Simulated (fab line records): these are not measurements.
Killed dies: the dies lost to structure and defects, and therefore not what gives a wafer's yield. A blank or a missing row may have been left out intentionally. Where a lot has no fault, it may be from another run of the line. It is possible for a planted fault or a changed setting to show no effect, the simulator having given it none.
fab line records | flow ritCmos
[record] lots = 7 wafers = 21 lastDay = 7
route steps=202 shown ACTIVE@18 FOX1@20 FOX2@23 NWELL@28 M1@202
lots untouched by any fault: they come from a run of this same line in which no faults occurred
startH: start of the lot's first displayed wafer, in hours after the record's first day | waitH: hours since the lot's step before | " unchanged from the row above | L1.1+2: several wafers, shown together as one row | - value missing, or start not given | * or withheld: withheld | < > ~ a bound
route shown NAME@n: NAME is a module with steps in the file, n the number in the route of the first one | usual: mean/standard deviation of fault-free wafers | same: alike in all rows | chamber/n: place in a boat | sites: each site's reading | _std_site: how widely they spread, as a standard deviation | _edge_site: mean of outer sites minus mean of inner sites | radiusMm: how far each site lies from the wafer's centre | mask NAME#n: copy n | behind: the last tool/chamber to shape the wafer | hold: cause of the lot's hold/its duration in hours/its outcome | device: names the non-switching transistor (n, p or np) | end of line: the same wafers' tests at the end of the route | for a step that has no rows: nothing shown but its recipe | killed: count of dies lost to structure and defects at first sort (not the wafer's yield) | map: a wafer's dies, x killed, . not, _ none there
set.NAME: the setting as run; set.NAME@STEP: as run at that earlier step | model.NAME: the simulator's own value behind a step, which no gauge read
a table for each step, a row for each wafer; lots at some steps of the route
[[steps]]
[step RIT_ACTIVE_CLEAN_16]
[recipe] chemistry = dHF dilution = 50:1 timeS = 30
[step RIT_ACTIVE_CLEAN_17]
[recipe] chemistry = SC2 mix = 3:3:50 timeS = 600 tempC = 75 dry = n2Spin
[step RIT_FOX1_OXIDATION_00]
[recipe] tempC = 1100 ambient = H2O targetThkA = 3507 pH2oTorr = 720 oxTimeS = 1130
[step RIT_FOX1_THK_MEAS_01]
[recipe] reads = SiO2_of_FOX1_OXIDATION_00
[usual] FOX1_OXIDE_THK = 349/7.5
// columns lot.wafer tool chamber startH waitH FOX1_OXIDE_THK[nm]
L106.1 filmMetro-02 - 26.82 0.0 353
L106.2 " - " " 354
L106.4 " - " " 350
L108.3 filmMetro-03 - 37.92 0.0 339
L108.5 " - " " 346
L108.6 " - " " 343
L110.1 filmMetro-03 - 48.68 0.0 345
L110.3 " - " " 345
L110.4 " - " " 349
L111.1 filmMetro-04 - 53.37 0.0 358
L111.4 " - " " 351
L111.5 " - " " 352
L112.1 filmMetro-04 - 57.01 0.0 348
L112.2 " - " " 349
L112.3 " - " " 346
L121.1 filmMetro-03 - 101.96 0.0 342
L121.2 " - " " 339
L121.4 " - " " 349
L125.1 filmMetro-03 - 121.88 0.0 353
L125.4 " - " " 350
L125.6 " - " " 352
[step RIT_FOX1_WET_ETCH_02]
[recipe] chemistry = BOE targetDepthNm = 350 timeS = 390 tempC = 21.5 dry = n2Spin dilution = 10:1 target = SiO2
[step RIT_FOX2_OXIDATION_00]
[recipe] tempC = 1100 ambient = H2O targetThkA = 3507 pH2oTorr = 720 oxTimeS = 1130
[step RIT_FOX2_THK_MEAS_01]
[recipe] reads = SiO2_of_FOX2_OXIDATION_00
[usual] FOX2_OXIDE_THK = 353/6
// columns lot.wafer tool chamber startH waitH FOX2_OXIDE_THK[nm]
L106.1 filmMetro-04 - 28.31 0.0 358
L106.2 " - " " 352
L106.4 " - " " 356
L108.3 filmMetro-04 - 39.42 0.0 348
L108.5 " - " " 351
L108.6 " - " " 355
L110.1 filmMetro-01 - 50.17 0.0 357
L110.3 " - " " 350
L110.4 " - " " 350
L111.1 filmMetro-04 - 54.86 0.0 353
L111.4 " - " " 354
L111.5 " - " " 349
L112.1 filmMetro-01 - 58.50 0.0 359
L112.2 " - " " 361
L112.3 " - " " 359
L121.1 filmMetro-03 - 103.45 0.0 364
L121.2 " - " " 354
L121.4 " - " " 356
L125.1 filmMetro-01 - 123.37 0.0 359
L125.4 " - " " 360
L125.6 " - " " 366
[step RIT_FOX2_CLEAN_02]
[recipe] chemistry = dHF dilution = 50:1 timeS = 180
[step RIT_FOX2_WET_ETCH_03]
[recipe] chemistry = H3PO4 target = Si3N4 targetDepthNm = 195 tempC = 165 timeS = 2700
[step RIT_FOX2_THK_MEAS_90]
[recipe] reads = SiO2_of_FOX2_OXIDATION_00
[usual] FIELD_OXIDE_LEFT_1_THK = 326/6.1
// columns lot.wafer tool chamber startH waitH FIELD_OXIDE_LEFT_1_THK[nm]
L106.1 filmMetro-03 - 29.19 0.0 330
L106.2 " - " " 325
L106.4 " - " " 329
L108.3 filmMetro-03 - 40.29 0.0 320
L108.5 " - " " 323
L108.6 " - " " 328
L110.1 filmMetro-03 - 51.04 0.0 329
L110.3 " - " " 323
L110.4 " - " " 322
L111.1 filmMetro-01 - 55.73 0.0 326
L111.4 " - " " 327
L111.5 " - " " 321
L112.1 filmMetro-03 - 59.37 0.0 331
L112.2 " - " " 333
L112.3 " - " " 331
L121.1 filmMetro-04 - 104.40 0.0 337
L121.2 " - " " 326
L121.4 " - " " 329
L125.1 filmMetro-04 - 124.31 0.0 332
L125.4 " - " " 333
L125.6 " - " " 339
[step RIT_NWELL_HMDS_00]
[recipe] primeTimeS = 60 primeTempC = 140
[step RIT_NWELL_COAT_01]
[recipe] resist = NOVOLAK spinRpm = 2000 resistThkNm = 1300
[step RIT_NWELL_SOFTBAKE_02]
[recipe] resist = NOVOLAK tempC = 90 timeS = 60
[usual] runLengthS = 89.20/0.19
// columns lot.wafer tool chamber startH waitH runLengthS
L106.1 lithoTrack-01 0 29.55 0.1 89.34
L106.2 " 0 " " 89.41
L106.4 " 0 " " 89.26
L108.3 lithoTrack-03 0 40.87 0.1 89.03
L108.5 " 0 " " 88.94
L108.6 " 0 " " 88.96
L110.1 lithoTrack-03 0 51.40 0.1 94.48
L110.3 " 0 " " 94.38
L110.4 " 0 " " 94.48
L111.1 lithoTrack-03 0 56.10 0.1 94.28
L111.4 " 0 " " 94.14
L111.5 " 0 " " 94.16
L112.1 lithoTrack-03 0 59.73 0.1 94.27
L112.2 " 0 " " 94.32
L112.3 " 0 " " 94.17
L121.1 lithoTrack-04 0 104.76 0.1 89.14
L121.2 " 0 " " 89.37
L121.4 " 0 " " 89.09
L125.1 lithoTrack-01 0 124.67 0.1 89.64
L125.4 " 0 " " 89.46
L125.6 " 0 " " 89.48
[step RIT_NWELL_EXPOSE_03]
[recipe] maskId = M2 na = 0.57 targetCdNm = 43900 doseMj = 250
[step RIT_M1_PROBE_99]
[usual] killed_at_M0_to_M3 = 0.0/0.18 killedAtContacts = 0.1/0.38 killedAtFrontEnd = 6.9/2.9 killedDies = 7.1/3 killedOpen = 3.5/2.1 killedShort = 3.5/2
[same] grossDies = 264 killed_at_M4_up = 0 killedAtBackSide = 0 killedAtOther = 0
// columns lot.wafer tool chamber startH waitH killed_at_M0_to_M3 killedAtContacts killedAtFrontEnd killedDies killedOpen killedShort
L108.3 prober-02 - 78.40 0.2 0 1 9 10 5 5
L108.5 prober-02 - 78.50 0.2 0 0 3 3 3 0
L108.6 prober-02 - 78.55 0.2 0 0 5 5 3 2
L110.1 prober-02 - 94.44 0.1 0 0 13 13 5 8
L110.3 prober-02 - 94.54 0.2 0 0 13 13 8 5
L110.4 prober-02 - 94.59 0.2 0 0 9 9 3 6
L111.1 prober-02 - 95.24 0.1 0 0 9 9 6 3
L111.4 prober-02 - 95.39 0.2 0 0 9 9 5 4
L111.5 prober-02 - 95.44 0.2 0 0 10 10 5 5
// killed by level:class
L108.3 SILICIDE:geometricParticle:short=4 GATE:geometricParticle:open=3 FOX1:geometricParticle:open=1 REOX:geometricParticle:open=1 CONTACT:geometricParticle:short=1
L108.5 REOX:geometricParticle:open=2 FOX2:geometricParticle:open=1
L108.6 FOX1:geometricParticle:open=3 FOX1:geometricParticle:short=1 SPACER:geometricParticle:short=1
L110.1 GATE:geometricParticle:short=3 SPACER:geometricParticle:open=2 SILICIDE:geometricParticle:short=2 FOX1:geometricParticle:short=1 FOX1:geometricParticle:open=1 FOX2:geometricParticle:open=1 FOX2:geometricParticle:short=1 GATE:geometricParticle:open=1
L110.3 GATE:geometricParticle:open=5 GATE:geometricParticle:short=2 SPACER:geometricParticle:short=2 SILICIDE:geometricParticle:open=2 FOX2:geometricParticle:open=1 SILICIDE:geometricParticle:short=1
L110.4 FOX2:geometricParticle:short=2 GATE:geometricParticle:short=2 FOX1:geometricParticle:short=1 FOX2:geometricParticle:open=1 GATE:geometricParticle:open=1 SPACER:geometricParticle:short=1 SILICIDE:geometricParticle:open=1
L111.1 GATE:geometricParticle:short=2 REOX:geometricParticle:open=2 SPACER:geometricParticle:open=2 ACTIVE:geometricParticle:open=1 FOX1:geometricParticle:open=1 SPACER:geometricParticle:short=1
L111.4 GATE:geometricParticle:short=2 FOX1:geometricParticle:open=1 FOX2:geometricParticle:open=1 REOX:geometricParticle:open=1 SPACER:geometricParticle:short=1 SPACER:geometricParticle:open=1 SILICIDE:geometricParticle:open=1 SILICIDE:geometricParticle:short=1
L111.5 GATE:geometricParticle:short=3 FOX2:geometricParticle:open=2 FOX1:geometricParticle:open=1 GATE:geometricParticle:open=1 SPACER:geometricParticle:open=1 SPACER:geometricParticle:short=1 SILICIDE:geometricParticle:short=1
[[key]]
[firstSign] step = RIT_NWELL_SOFTBAKE_02 reading = runLengthS direction = up sigmas = 27 usual = * struck = *
effect none on later readings
metAt RIT_NWELL_SOFTBAKE_02
struckWafers L110.1,L110.3,L110.4,L111.1,L111.4,L111.5,L112.1,L112.2,L112.3
testerLeftOut L110,L111,L112
onsetBetween 40.87 51.40
[fault] kind = processParameterDrift tool = lithoTrack-03 chamber = - onsetH = 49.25 steps = RIT_NWELL_SOFTBAKE_02 channel = timeS offset = * shape = step endH = 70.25 actsIn = * stated = *
// testerLeftOut: of these lots the tester's yield and bins aren't shown, on N5 and GAA mostly nor the transistor test; their killed dies are dies lost to structure and defects alone, not to doping, threshold or leakage, so they don't give the yield
